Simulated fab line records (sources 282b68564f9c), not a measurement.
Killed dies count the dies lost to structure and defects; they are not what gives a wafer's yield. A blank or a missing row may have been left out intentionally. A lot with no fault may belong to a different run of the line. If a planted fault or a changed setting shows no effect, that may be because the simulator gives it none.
Check of tool commonality / flow rit_cmos / 14 lots, 42 wafers sampled

WHY THIS WAS OPENED
At RIT_PSD_OVL_MEAS_06 the reading PSD_OVL is flagged on 2 of 14 lots. No-fault wafers: 0.9 nm, standard deviation 1.4.
Rule: a lot gets a flag if all its wafers with a number sit over 4 standard deviations from that mean, or if no wafer of it has a number. As for the other lots, they are considered sound.

lot=L922; measured=day 3 03:36; on=overlay-02; PSD_OVL (nm), wafer by wafer=0.7 0.5 0.7; flag=
lot=L923; measured=day 3 10:03; on=overlay-01; PSD_OVL (nm), wafer by wafer=-1.4 -1.9 -0.9; flag=
lot=L924; measured=day 3 15:55; on=overlay-02; PSD_OVL (nm), wafer by wafer=-1.1 -1.8 -1.5; flag=
lot=L925; measured=day 3 16:28; on=overlay-01; PSD_OVL (nm), wafer by wafer=0.6 0.9 1.2; flag=
lot=L926; measured=day 4 05:19; on=overlay-02; PSD_OVL (nm), wafer by wafer=1.0 2.2 1.2; flag=
lot=L927; measured=day 4 06:10; on=overlay-02; PSD_OVL (nm), wafer by wafer=-1.1 -0.3 1.2; flag=
lot=L928; measured=day 4 08:05; on=overlay-02; PSD_OVL (nm), wafer by wafer=0.2 0.4 2.1; flag=
lot=L930; measured=day 4 18:32; on=overlay-02; PSD_OVL (nm), wafer by wafer=1.9 1.9 3.2; flag=
lot=L933; measured=day 5 08:19; on=overlay-01; PSD_OVL (nm), wafer by wafer=128.9 131.1 131.3; flag=FLAGGED
lot=L935; measured=day 5 17:47; on=overlay-01; PSD_OVL (nm), wafer by wafer=132.5 132.6 132.9; flag=FLAGGED
lot=L942; measured=day 7 06:00; on=overlay-02; PSD_OVL (nm), wafer by wafer=2.7 1.8 3.2; flag=
lot=L943; measured=day 7 11:08; on=overlay-02; PSD_OVL (nm), wafer by wafer=1.4 0.5 0.8; flag=
lot=L944; measured=day 7 16:44; on=overlay-01; PSD_OVL (nm), wafer by wafer=1.3 1.9 3.2; flag=
lot=L945; measured=day 7 20:43; on=overlay-01; PSD_OVL (nm), wafer by wafer=1.7 0.1 1.2; flag=
Average over the flagged lots: 131.6 nm; offset from the usual +130.7 nm, equal to +93 standard deviations.

WHICH TOOL RAN EACH LOT
The record keeps 1 process step preceding the reading, out of 202 steps on the route. Cell contents, in order: the tool; ch with the chambers the sampled wafers went through; the start.
lot=L922; flag=; RIT_PSD_EXPOSE_03=iline_stepper-01 ch 0, day 3 03:01
lot=L923; flag=; RIT_PSD_EXPOSE_03=iline_stepper-01 ch 0, day 3 09:41
lot=L924; flag=; RIT_PSD_EXPOSE_03=iline_stepper-01 ch 0, day 3 15:28
lot=L925; flag=; RIT_PSD_EXPOSE_03=iline_stepper-01 ch 0, day 3 15:54
lot=L926; flag=; RIT_PSD_EXPOSE_03=iline_stepper-02 ch 0, day 4 04:55
lot=L927; flag=; RIT_PSD_EXPOSE_03=iline_stepper-02 ch 0, day 4 05:48
lot=L928; flag=; RIT_PSD_EXPOSE_03=iline_stepper-02 ch 0, day 4 07:40
lot=L930; flag=; RIT_PSD_EXPOSE_03=iline_stepper-02 ch 0, day 4 18:08
lot=L933; flag=FLAGGED; RIT_PSD_EXPOSE_03=iline_stepper-01 ch 0, day 5 07:48
lot=L935; flag=FLAGGED; RIT_PSD_EXPOSE_03=iline_stepper-01 ch 0, day 5 17:23
lot=L942; flag=; RIT_PSD_EXPOSE_03=iline_stepper-02 ch 0, day 7 05:37
lot=L943; flag=; RIT_PSD_EXPOSE_03=iline_stepper-02 ch 0, day 7 10:44
lot=L944; flag=; RIT_PSD_EXPOSE_03=iline_stepper-02 ch 0, day 7 16:22
lot=L945; flag=; RIT_PSD_EXPOSE_03=iline_stepper-02 ch 0, day 7 20:20
What the steps here do:
- RIT_PSD_EXPOSE_03: exposes mask M10, target cd 40900 nm.
- RIT_PSD_OVL_MEAS_06

FLAGGED OVER TOTAL, TOOL BY TOOL (the gauges that took the reading come last)
step=RIT_PSD_EXPOSE_03; tool=iline_stepper-01; lots run=6; flagged=2; share of the flagged lots=all; sound lots run after its first flagged lot=0
step=RIT_PSD_EXPOSE_03; tool=iline_stepper-02; lots run=8; flagged=0; share of the flagged lots=none; sound lots run after its first flagged lot=-
step=RIT_PSD_OVL_MEAS_06; tool=overlay-01; lots run=6; flagged=2; share of the flagged lots=all; sound lots run after its first flagged lot=2 (L944,L945)
step=RIT_PSD_OVL_MEAS_06; tool=overlay-02; lots run=8; flagged=0; share of the flagged lots=none; sound lots run after its first flagged lot=-

WHAT IS ALLOWED BY THE TABLE
In 2 table rows, all flagged lots were run: iline_stepper-01 (RIT_PSD_EXPOSE_03), overlay-01 (RIT_PSD_OVL_MEAS_06).
- iline_stepper-01 at RIT_PSD_EXPOSE_03: 2 of its 6 lots flagged. A fault beginning between L925 (day 3 15:54), its last sound lot, and L933 (day 5 07:48), its first flagged one, fits the data.
- overlay-01 at RIT_PSD_OVL_MEAS_06: 2 of its 6 lots flagged. Lots that were sound ran on it after the first flagged one (L944, L945); a persistent fault on the entire tool would not allow that.
What remains is a single tool, iline_stepper-01 at RIT_PSD_EXPOSE_03.

WHAT THE SIMULATOR HAD PUT IN
Scanner matching overlay: iline_stepper-01, from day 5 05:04 on, at RIT_PSD_EXPOSE_03. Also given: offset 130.
Shown lots that were struck: L933, L935. The rule above found the same.
